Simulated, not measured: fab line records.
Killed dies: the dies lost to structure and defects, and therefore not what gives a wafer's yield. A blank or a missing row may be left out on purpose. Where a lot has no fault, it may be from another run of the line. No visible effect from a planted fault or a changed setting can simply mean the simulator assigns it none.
2 desks looking at one fault -- flow berkeley_cmos170 -- each desk has only its own numbers; what lay behind them comes last

== FROM THE METROLOGY DESK ==
Means of the sampled wafers that have a number, per lot and without regard to the tool the lot ran on: this is what the gauges read. Any lot whose mean is over 4 standard deviations away from the usual mean is out of limits and marked OUT; that distance is given in the brackets.
Columns: A = V2_POLISHED_THK at UCB170_V2_THK_MEAS_04, usual 1000.3 nm
lot,first seen here,A
L480,day 8 22:30,1001.3
L481,day 8 23:47,1000.9
L482,day 9 00:26,999.8
L483,day 9 23:47,1001.4
L485,day 10 15:39,1001.6
L486,day 10 17:05,998.5
L488,day 11 06:08,999.4
L487,day 11 07:27,1000.5
L489,day 11 12:42,999.1
L491,day 12 06:32,1327.2 (+99 or more) OUT
L493,day 12 07:39,1338.8 (+99 or more) OUT
L494,day 12 23:14,1347.8 (+99 or more) OUT
L498,day 13 09:42,1000.7
L503,day 14 04:02,1000.5
L501,day 14 06:17,999.0
Finding of this desk: L491, L493, L494 out of limits, first seen on L491 at day 12 06:32 (V2_POLISHED_THK at UCB170_V2_THK_MEAS_04). L480, L481, L482, L483, L485, L486, L488, L487, L489, L498, L503, L501: within limits.

== FOR THE TOOL OWNER'S DESK: cmp-02 ==
The tool's own readings at UCB170_V2_CMP_02 (polishes SiO2): means of the sampled wafers that have a number, for each lot that ran on this tool. Any lot whose mean is over 4 standard deviations away from the usual mean is out of limits and marked OUT; that distance is given in the brackets.
Columns: A = motor_current_A at UCB170_V2_CMP_02, usual 17.0 A
lot,first seen here,A
L481,day 8 23:22,17.5
L482,day 9 00:01,17.3
L483,day 9 23:21,17.0
L486,day 10 16:43,17.0
L488,day 11 05:43,18.5
L489,day 11 12:16,15.2
L491,day 12 06:13,16.2
L493,day 12 07:18,16.9
L494,day 12 22:49,15.9
This desk's verdict: no lot among the 9 shows anything out of limits.

== BROUGHT TOGETHER ==
An alarm was possible from the metrology desk at day 12 06:32, on L491, L493, L494.
The tool owner's desk saw nothing out of limits.
The tool owner's desk has L491, L493, L494 on record, within its limits.
Of the lots named, all ran UCB170_V2_CMP_02 on cmp-02.

== WHAT WAS PUT IN BY THE SIMULATOR ==
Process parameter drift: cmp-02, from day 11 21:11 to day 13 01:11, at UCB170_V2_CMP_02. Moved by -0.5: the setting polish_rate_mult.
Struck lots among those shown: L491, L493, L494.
Hours from the fault's start to each desk's first reading out of limits: the metrology desk, 9.
